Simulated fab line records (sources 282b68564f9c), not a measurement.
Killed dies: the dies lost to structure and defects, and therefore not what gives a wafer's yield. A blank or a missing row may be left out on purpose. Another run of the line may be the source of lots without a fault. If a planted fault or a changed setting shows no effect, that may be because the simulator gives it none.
fab line records    flow ritCmos
[record] lots = 14  wafers = 42  lastDay = 7
route steps=202 shown NWELL@34 PWELL@41 M1@202
lots with no fault: from the same line, run without faults
startH: hours from the record's first day to the start of the lot's first wafer shown    waitH: how many hours have passed since the lot's step before this one    " unchanged from the row above    L1.1+2: a single row standing in for several wafers    - no value, or no start given    * or withheld: withheld    < > ~ a bound
route shown NAME@n: a module of which the file shows steps, and the number in the route of the first    usual: mean/standard deviation taken from wafers without a fault    same: alike in all rows    chamber/n: place in a boat    sites: the reading at each site    _std_site: their standard deviation    _edge_site: mean of outer sites minus mean of inner sites    radiusMm: for every site, how far away it sits from the centre of the wafer    mask NAME#n: copy n    behind: the most recent tool/chamber to have shaped the wafer    hold: cause of the lot's hold/its duration in hours/its outcome    device: transistor that didn't switch, given as n, p or np    end of line: at the end of the route, the tests of the same wafers    step lacking rows: just its recipe    killed: at the first sort, the dies lost to defects and structure; wafer yield is something else    map: dies across one wafer; x = killed, . = not, _ = none there
set.NAME: the run value of the setting; set.NAME@STEP: its run value at that earlier step    model.NAME: the simulator's own value behind a step, which no gauge read
one table for each step of the route and one row for each wafer, over a sample of lots
[[steps]]
[step RIT_NWELL_OVL_MEAS_06]
[usual] NWELL_OVL = 0.5/1.3
lot.wafer  tool        chamber  startH  waitH  NWELL_OVL[nm]
L582.3     overlay-02  -        26.81   -      0.7
L582.5     "           -        "       "      0.8
L582.6     "           -        "       "      -0.8
L584.1     overlay-02  -        32.10   -      0.1
L584.3     "           -        "       "      0.3
L584.5     "           -        "       "      0.3
L585.1     overlay-02  -        42.50   -      0.4
L585.2     "           -        "       "      -0.8
L585.3     "           -        "       "      -0.2
L586.1     overlay-01  -        46.97   -      0.9
L586.3     "           -        "       "      0.6
L586.6     "           -        "       "      1.9
L588.2     overlay-01  -        60.26   -      2.3
L588.4     "           -        "       "      2.0
L588.5     "           -        "       "      2.9
L592.1     overlay-01  -        74.37   -      1.7
L592.2     "           -        "       "      2.7
L592.5     "           -        "       "      0.0
L593.2     overlay-01  -        80.80   -      1.1
L593.3     "           -        "       "      2.7
L593.6     "           -        "       "      0.7
L594.2     overlay-02  -        83.45   -      1.0
L594.4     "           -        "       "      2.1
L594.6     "           -        "       "      0.2
L596.2     overlay-01  -        92.24   -      0.0
L596.4     "           -        "       "      0.7
L596.6     "           -        "       "      0.7
L597.2     overlay-02  -        96.48   -      0.9
L597.3     "           -        "       "      0.6
L597.6     "           -        "       "      -0.8
L598.2     overlay-02  -        102.57  -      2.4
L598.3     "           -        "       "      1.5
L598.6     "           -        "       "      2.8
L599.1     overlay-01  -        105.84  -      -0.1
L599.2     "           -        "       "      0.6
L599.4     "           -        "       "      -1.7
L601.1     overlay-01  -        116.70  -      1.6
L601.2     "           -        "       "      0.8
L601.5     "           -        "       "      0.7
L602.1     overlay-02  -        120.52  -      -1.3
L602.2     "           -        "       "      -0.3
L602.5     "           -        "       "      0.1
[step RIT_NWELL_TW_MEAS_10]
[usual] NWELL_TW = 2131/31
lot.wafer  tool          chamber  startH  waitH  NWELL_TW
L582.3     filmMetro-03  -        27.43   0.1    2144
L582.5     "             -        "       "      2141
L582.6     "             -        "       "      2130
L584.1     filmMetro-03  -        32.71   0.1    2132
L584.3     "             -        "       "      2136
L584.5     "             -        "       "      2135
L585.1     filmMetro-02  -        43.12   0.1    2107
L585.2     "             -        "       "      2103
L585.3     "             -        "       "      2103
L586.1     filmMetro-02  -        47.58   0.1    2120
L586.3     "             -        "       "      2099
L586.6     "             -        "       "      2120
L588.2     filmMetro-03  -        60.87   0.1    2173
L588.4     "             -        "       "      2182
L588.5     "             -        "       "      2193
L592.1     filmMetro-01  -        75.21   0.1    2126
L592.2     "             -        "       "      2123
L592.5     "             -        "       "      2127
L593.2     filmMetro-01  -        81.42   0.1    2104
L593.3     "             -        "       "      2111
L593.6     "             -        "       "      2116
L594.2     filmMetro-01  -        84.06   0.1    2124
L594.4     "             -        "       "      2115
L594.6     "             -        "       "      2103
L596.2     filmMetro-03  -        92.93   0.1    2176
L596.4     "             -        "       "      2181
L596.6     "             -        "       "      2159
L597.2     filmMetro-03  -        97.10   0.1    2178
L597.3     "             -        "       "      2191
L597.6     "             -        "       "      2171
L598.2     filmMetro-01  -        103.19  0.1    2133
L598.3     "             -        "       "      2129
L598.6     "             -        "       "      2121
L599.1     filmMetro-01  -        106.45  0.1    2122
L599.2     "             -        "       "      2121
L599.4     "             -        "       "      2106
L601.1     filmMetro-03  -        117.31  0.1    2164
L601.2     "             -        "       "      2183
L601.5     "             -        "       "      2187
L602.1     filmMetro-01  -        121.13  0.1    2121
L602.2     "             -        "       "      2123
L602.5     "             -        "       "      2126
[step RIT_PWELL_SOFTBAKE_02]
[recipe] resist = NOVOLAK  tempC = 90  timeS = 60
[usual] heaterPowerTotalW = 34.56/0.047  resistLineTempC = 22.99/0.11  runLengthS = 89.11/0.26
lot.wafer  tool           chamber  startH  waitH  heaterPowerTotalW  resistLineTempC  runLengthS
L582.3     lithoTrack-01  0        27.82   0.1    34.52              23.26            88.89
L582.5     "              0        "       "      34.63              23.21            89.11
L582.6     "              0        "       "      34.60              23.16            89.16
L584.1     lithoTrack-04  0        33.07   0.1    34.63              23.05            88.93
L584.3     "              0        "       "      34.56              22.99            88.97
L584.5     "              0        "       "      34.63              22.92            89.05
L585.1     lithoTrack-04  0        43.48   0.1    34.57              23.17            88.73
L585.2     "              0        "       "      34.53              23.04            88.94
L585.3     "              0        "       "      34.57              23.10            88.83
L586.1     lithoTrack-01  0        47.94   0.1    34.62              23.00            88.88
L586.3     "              0        "       "      34.57              23.02            88.89
L586.6     "              0        "       "      34.59              23.00            89.17
L588.2     lithoTrack-01  0        61.25   0.1    34.47              22.88            89.14
L588.4     "              0        "       "      34.54              22.90            88.84
L588.5     "              0        "       "      34.50              22.89            89.10
L592.1     lithoTrack-01  0        75.57   0.1    36.79              23.08            77.85
L592.2     "              0        "       "      36.74              22.92            77.84
L592.5     "              0        "       "      36.60              22.99            77.84
L593.2     lithoTrack-01  0        81.79   0.1    36.58              23.03            77.76
L593.3     "              0        "       "      36.72              23.18            77.59
L593.6     "              0        "       "      36.64              23.13            77.62
L594.2     lithoTrack-03  0        84.44   0.1    34.54              23.13            89.40
L594.4     "              0        "       "      34.56              23.11            89.52
L594.6     "              0        "       "      34.60              22.98            89.36
L596.2     lithoTrack-03  0        93.39   0.1    34.59              22.98            89.43
L596.4     "              0        "       "      34.51              22.97            89.54
L596.6     "              0        "       "      34.52              22.99            89.44
L597.2     lithoTrack-04  0        97.47   0.1    34.62              22.90            88.82
L597.3     "              0        "       "      34.56              22.94            88.73
L597.6     "              0        "       "      34.55              22.91            88.79
L598.2     lithoTrack-03  0        103.56  0.1    34.49              22.84            89.48
L598.3     "              0        "       "      34.48              22.88            89.32
L598.6     "              0        "       "      34.52              22.85            89.42
L599.1     lithoTrack-03  0        106.81  0.1    34.58              23.01            89.36
L599.2     "              0        "       "      34.47              23.21            89.36
L599.4     "              0        "       "      34.52              23.19            89.36
L601.1     lithoTrack-03  0        117.67  0.1    34.59              22.93            89.46
L601.2     "              0        "       "      34.54              23.20            89.60
L601.5     "              0        "       "      34.62              22.99            89.32
L602.1     lithoTrack-03  0        121.49  0.1    34.54              22.89            89.42
L602.2     "              0        "       "      34.57              22.98            89.41
L602.5     "              0        "       "      34.63              22.87            89.54
[step RIT_WELLDRIVE_RS_MEAS_01]
[recipe] thkMeasGauge = four-point-probe
[usual] NWELL_RS = 275.4/0.78
lot.wafer  tool          chamber  startH  waitH  NWELL_RS[ohm/sq]
L582.3     filmMetro-02  -        34.33   0.0    274.5
L582.5     "             -        "       "      275.2
L582.6     "             -        "       "      275.0
L584.1     filmMetro-03  -        40.83   0.0    274.7
L584.3     "             -        "       "      276.1
L584.5     "             -        "       "      276.3
L585.1     filmMetro-02  -        50.20   0.0    276.1
L585.2     "             -        "       "      276.2
L585.3     "             -        "       "      276.4
L586.1     filmMetro-03  -        58.29   0.0    275.7
L586.3     "             -        "       "      276.0
L586.6     "             -        "       "      275.3
L588.2     filmMetro-02  -        67.58   0.0    275.4
L588.4     "             -        "       "      275.6
L588.5     "             -        "       "      275.3
L592.1     filmMetro-03  -        82.14   0.0    274.8
L592.2     "             -        "       "      274.3
L592.5     "             -        "       "      274.1
L593.2     filmMetro-02  -        88.12   0.0    276.0
L593.3     "             -        "       "      277.0
L593.6     "             -        "       "      276.5
L594.2     filmMetro-03  -        91.56   0.0    276.2
L594.4     "             -        "       "      275.1
L594.6     "             -        "       "      275.7
L596.2     filmMetro-03  -        99.72   0.0    274.9
L596.4     "             -        "       "      274.6
L596.6     "             -        "       "      274.6
L597.2     filmMetro-02  -        104.49  0.0    276.3
L597.3     "             -        "       "      275.3
L597.6     "             -        "       "      275.9
L598.2     filmMetro-03  -        110.02  0.0    273.9
L598.3     "             -        "       "      274.9
L598.6     "             -        "       "      274.5
L599.1     filmMetro-03  -        113.37  0.0    275.5
L599.2     "             -        "       "      275.1
L599.4     "             -        "       "      275.9
L601.1     filmMetro-02  -        124.34  0.0    277.0
L601.2     "             -        "       "      275.2
L601.5     "             -        "       "      275.0
L602.1     filmMetro-02  -        128.45  0.0    275.8
L602.2     "             -        "       "      275.4
L602.5     "             -        "       "      275.1
[step RIT_M1_PROBE_99]
[usual] killedAtContacts = 0.1/0.38  killedAtFrontEnd = 7/3.2  killedDies = 7/3.2  killedOpen = 3.6/2.1  killedShort = 3.5/2
[same] grossDies = 264  killed_at_M0_to_M3 = 0  killed_at_M4_up = 0  killedAtBackSide = 0  killedAtOther = 0
lot.wafer  tool       chamber  startH  waitH  killedAtContacts  killedAtFrontEnd  killedDies  killedOpen  killedShort
L582.3     prober-01  -        75.35   0.2    0                 5                 5           3           2
L582.5     prober-01  -        75.45   0.2    0                 2                 2           2           0
L582.6     prober-01  -        75.50   0.2    0                 3                 3           2           1
L584.1     prober-02  -        80.35   0.1    0                 7                 7           4           3
L584.3     prober-02  -        80.45   0.2    0                 5                 5           1           4
L584.5     prober-02  -        80.55   0.2    0                 5                 5           4           1
L585.1     prober-02  -        86.58   0.1    0                 2                 2           0           2
L585.2     prober-02  -        86.63   0.1    0                 9                 9           4           5
L585.3     prober-02  -        86.68   0.2    0                 5                 5           4           1
L586.1     prober-01  -        89.23   0.1    0                 7                 7           3           4
L586.3     prober-01  -        89.33   0.2    0                 6                 6           3           3
L586.6     prober-01  -        89.48   0.2    0                 10                10          3           7
L588.2     prober-01  -        98.62   0.1    0                 6                 6           3           3
L588.4     prober-01  -        98.72   0.2    0                 10                10          3           7
L588.5     prober-01  -        98.77   0.2    0                 6                 6           2           4
L592.1     prober-01  -        113.09  0.1    1                 9                 10          4           6
L592.2     prober-01  -        113.14  0.1    0                 10                10          5           5
L592.5     prober-01  -        113.29  0.2    0                 4                 4           0           4
L593.2     prober-02  -        118.68  0.1    0                 8                 8           4           4
L593.3     prober-02  -        118.73  0.2    0                 14                14          7           7
L593.6     prober-02  -        118.88  0.2    0                 10                10          1           8
L594.2     prober-01  -        121.42  0.1    0                 11                11          2           9
L594.4     prober-01  -        121.52  0.2    0                 5                 5           4           1
L594.6     prober-01  -        121.62  0.2    0                 3                 3           2           1
L596.2     prober-01  -        128.83  0.1    0                 4                 4           2           2
L596.4     prober-01  -        128.93  0.2    0                 10                10          6           4
L596.6     prober-01  -        129.03  0.2    0                 8                 8           4           4
L597.2     prober-02  -        135.06  0.1    0                 9                 9           3           6
L597.3     prober-02  -        135.11  0.2    0                 5                 5           1           4
L597.6     prober-02  -        135.26  0.2    1                 7                 8           4           4
L598.2     prober-01  -        139.81  0.1    0                 9                 9           5           4
L598.3     prober-01  -        139.86  0.2    0                 9                 9           3           6
L598.6     prober-01  -        140.01  0.2    0                 4                 4           4           0
L599.1     prober-02  -        141.77  0.1    0                 4                 4           2           2
L599.2     prober-02  -        141.82  0.1    0                 9                 9           6           3
L599.4     prober-02  -        141.92  0.2    0                 5                 5           4           1
L601.1     prober-02  -        152.58  0.1    0                 11                11          3           8
L601.2     prober-02  -        152.63  0.1    0                 7                 7           1           6
L601.5     prober-02  -        152.78  0.2    0                 14                14          6           8
L602.1     prober-01  -        161.44  0.1    0                 5                 5           1           4
L602.2     prober-01  -        161.49  0.1    0                 12                12          5           7
L602.5     prober-01  -        161.64  0.2    0                 9                 9           5           4
// killed by level:class
L582.3 FOX1:geometricParticle:open=1 FOX2:geometricParticle:open=1 GATE:geometricParticle:open=1 GATE:geometricParticle:short=1 REOX:geometricParticle:short=1
L582.5 FOX1:geometricParticle:open=1 GATE:geometricParticle:open=1
L582.6 FOX2:geometricParticle:short=1 GATE:geometricParticle:open=1 SPACER:geometricParticle:open=1
L584.1 FOX1:geometricParticle:open=3 FOX2:geometricParticle:short=1 REOX:geometricParticle:short=1 SILICIDE:geometricParticle:short=1 SILICIDE:geometricParticle:open=1
L584.3 FOX2:geometricParticle:short=1 REOX:geometricParticle:short=1 SPACER:geometricParticle:short=1 SILICIDE:geometricParticle:short=1 SILICIDE:geometricParticle:open=1
L584.5 FOX1:geometricParticle:open=1 GATE:geometricParticle:open=1 SPACER:geometricParticle:short=1 SPACER:geometricParticle:open=1 SILICIDE:geometricParticle:open=1
L585.1 SPACER:geometricParticle:short=1 SILICIDE:geometricParticle:short=1
L585.2 GATE:geometricParticle:open=3 REOX:geometricParticle:short=2 FOX1:geometricParticle:short=1 GATE:geometricParticle:short=1 SILICIDE:geometricParticle:open=1 SILICIDE:geometricParticle:short=1
L585.3 GATE:geometricParticle:open=2 GATE:geometricParticle:short=1 SPACER:geometricParticle:open=1 SILICIDE:geometricParticle:open=1
L586.1 REOX:geometricParticle:short=2 GATE:geometricParticle:short=1 GATE:geometricParticle:open=1 REOX:geometricParticle:open=1 SPACER:geometricParticle:short=1 SILICIDE:geometricParticle:open=1
L586.3 FOX1:geometricParticle:short=1 FOX2:geometricParticle:open=1 GATE:geometricParticle:open=1 GATE:geometricParticle:short=1 REOX:geometricParticle:short=1 SPACER:geometricParticle:open=1
L586.6 GATE:geometricParticle:short=5 FOX1:geometricParticle:open=1 FOX1:geometricParticle:short=1 GATE:geometricParticle:open=1 REOX:geometricParticle:open=1 SILICIDE:geometricParticle:short=1
L588.2 GATE:geometricParticle:open=2 FOX1:geometricParticle:short=1 GATE:geometricParticle:short=1 REOX:geometricParticle:short=1 REOX:geometricParticle:open=1
L588.4 GATE:geometricParticle:short=7 FOX2:geometricParticle:open=2 FOX1:geometricParticle:open=1
L588.5 FOX1:geometricParticle:short=1 FOX2:geometricParticle:short=1 GATE:geometricParticle:short=1 GATE:geometricParticle:open=1 SPACER:geometricParticle:open=1 SPACER:geometricParticle:short=1
L592.1 REOX:geometricParticle:short=3 FOX2:geometricParticle:short=1 GATE:geometricParticle:short=1 REOX:geometricParticle:open=1 SPACER:geometricParticle:short=1 SPACER:geometricParticle:open=1 SILICIDE:geometricParticle:open=1 CONTACT:geometricParticle:open=1
L592.2 FOX1:geometricParticle:open=2 FOX2:geometricParticle:short=2 GATE:geometricParticle:open=2 GATE:geometricParticle:short=1 REOX:geometricParticle:short=1 REOX:geometricParticle:open=1 SILICIDE:geometricParticle:short=1
L592.5 REOX:geometricParticle:short=2 GATE:geometricParticle:short=1 SILICIDE:geometricParticle:short=1
L593.2 GATE:geometricParticle:short=2 FOX2:geometricParticle:open=1 GATE:geometricParticle:open=1 REOX:geometricParticle:short=1 SPACER:geometricParticle:open=1 SPACER:geometricParticle:short=1 SILICIDE:geometricParticle:open=1
L593.3 SPACER:geometricParticle:short=3 GATE:geometricParticle:short=2 REOX:geometricParticle:short=2 REOX:geometricParticle:open=2 SPACER:geometricParticle:open=2 FOX1:geometricParticle:open=1 GATE:geometricParticle:open=1 SILICIDE:geometricParticle:open=1
L593.6 GATE:geometricParticle:short=5 REOX:geometricParticle:short=2 SPACER:geometricParticle:short=1 SPACER:geometricParticle:open=1 NRETRO:coatMicrobubblePrinted=1
L594.2 GATE:geometricParticle:short=4 SPACER:geometricParticle:short=3 SPACER:geometricParticle:open=2 FOX2:geometricParticle:short=1 SILICIDE:geometricParticle:short=1
L594.4 SPACER:geometricParticle:open=3 GATE:geometricParticle:short=1 SILICIDE:geometricParticle:open=1
L594.6 ACTIVE:geometricParticle:short=1 FOX1:geometricParticle:open=1 REOX:geometricParticle:open=1
L596.2 GATE:geometricParticle:open=1 REOX:geometricParticle:short=1 SPACER:geometricParticle:short=1 SILICIDE:geometricParticle:open=1
L596.4 GATE:geometricParticle:open=3 FOX1:geometricParticle:short=2 SPACER:geometricParticle:open=2 GATE:geometricParticle:short=1 REOX:geometricParticle:open=1 SPACER:geometricParticle:short=1
L596.6 GATE:geometricParticle:short=2 GATE:geometricParticle:open=2 FOX1:geometricParticle:open=1 REOX:geometricParticle:short=1 REOX:geometricParticle:open=1 SPACER:geometricParticle:short=1
L597.2 FOX2:geometricParticle:open=2 GATE:geometricParticle:short=2 FOX2:geometricParticle:short=1 REOX:geometricParticle:short=1 SPACER:geometricParticle:open=1 SPACER:geometricParticle:short=1 SILICIDE:geometricParticle:short=1
L597.3 GATE:geometricParticle:short=2 FOX1:geometricParticle:short=1 SPACER:geometricParticle:open=1 SPACER:geometricParticle:short=1
L597.6 GATE:geometricParticle:open=3 FOX1:geometricParticle:short=1 FOX2:geometricParticle:open=1 FOX2:geometricParticle:short=1 GATE:geometricParticle:short=1 CONTACT:geometricParticle:short=1
L598.2 GATE:geometricParticle:short=3 GATE:geometricParticle:open=2 FOX1:geometricParticle:open=1 REOX:geometricParticle:short=1 SPACER:geometricParticle:open=1 SILICIDE:geometricParticle:open=1
L598.3 FOX1:geometricParticle:short=2 GATE:geometricParticle:short=2 GATE:geometricParticle:open=1 REOX:geometricParticle:open=1 REOX:geometricParticle:short=1 SPACER:geometricParticle:short=1 SILICIDE:geometricParticle:open=1
L598.6 REOX:geometricParticle:open=2 SPACER:geometricParticle:open=2
L599.1 FOX1:geometricParticle:short=1 GATE:geometricParticle:open=1 REOX:geometricParticle:short=1 SPACER:geometricParticle:open=1
L599.2 FOX2:geometricParticle:open=2 REOX:geometricParticle:short=2 SILICIDE:geometricParticle:open=2 FOX1:geometricParticle:open=1 GATE:geometricParticle:short=1 REOX:geometricParticle:open=1
L599.4 FOX1:geometricParticle:open=2 FOX1:geometricParticle:short=1 REOX:geometricParticle:open=1 SPACER:geometricParticle:open=1
L601.1 FOX1:geometricParticle:short=3 FOX2:geometricParticle:short=2 FOX1:geometricParticle:open=1 FOX2:geometricParticle:open=1 GATE:geometricParticle:short=1 GATE:geometricParticle:open=1 SPACER:geometricParticle:short=1 SILICIDE:geometricParticle:short=1
L601.2 FOX2:geometricParticle:short=2 GATE:geometricParticle:short=2 FOX1:geometricParticle:open=1 FOX1:geometricParticle:short=1 SPACER:geometricParticle:short=1
L601.5 GATE:geometricParticle:short=4 FOX2:geometricParticle:open=2 SILICIDE:geometricParticle:open=2 SILICIDE:geometricParticle:short=2 FOX1:geometricParticle:short=1 FOX1:geometricParticle:open=1 FOX2:geometricParticle:short=1 GATE:geometricParticle:open=1
L602.1 FOX2:geometricParticle:short=1 GATE:geometricParticle:short=1 GATE:geometricParticle:open=1 REOX:geometricParticle:short=1 SPACER:geometricParticle:short=1
L602.2 GATE:geometricParticle:short=5 FOX1:geometricParticle:short=2 SPACER:geometricParticle:open=2 FOX1:geometricParticle:open=1 GATE:geometricParticle:open=1 REOX:geometricParticle:open=1
L602.5 GATE:geometricParticle:short=2 FOX1:geometricParticle:open=1 GATE:geometricParticle:open=1 REOX:geometricParticle:open=1 REOX:geometricParticle:short=1 SPACER:geometricParticle:open=1 SILICIDE:geometricParticle:short=1 SILICIDE:geometricParticle:open=1
[[key]]
[firstSign] step = RIT_PWELL_SOFTBAKE_02  reading = heaterPowerTotalW  direction = up  sigmas = 45  usual = 34.56  struck = 36.68
[effect] step = RIT_PWELL_SOFTBAKE_02  reading = runLengthS  direction = down  sigmas = 44  usual = *  struck = *
metAt RIT_PWELL_SOFTBAKE_02
struckLots L592,L593
testerLeftOut L592,L593
notActingAt RIT_NWELL_OVL_MEAS_06,RIT_NWELL_TW_MEAS_10,RIT_WELLDRIVE_RS_MEAS_01
onsetBetween 61.25 75.57
[fault] kind = processParameterDrift  tool = lithoTrack-01  chamber = -  onsetH = 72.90  steps = RIT_PWELL_SOFTBAKE_02  channel = timeS  offset = *  shape = step  endH = 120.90  actsIn = *  stated = *
// testerLeftOut: of these lots the tester's yield and bins aren't shown, on N5 and GAA mostly nor the transistor test; their killed dies are dies lost to structure and defects alone, not to doping, threshold or leakage, so they don't give the yield
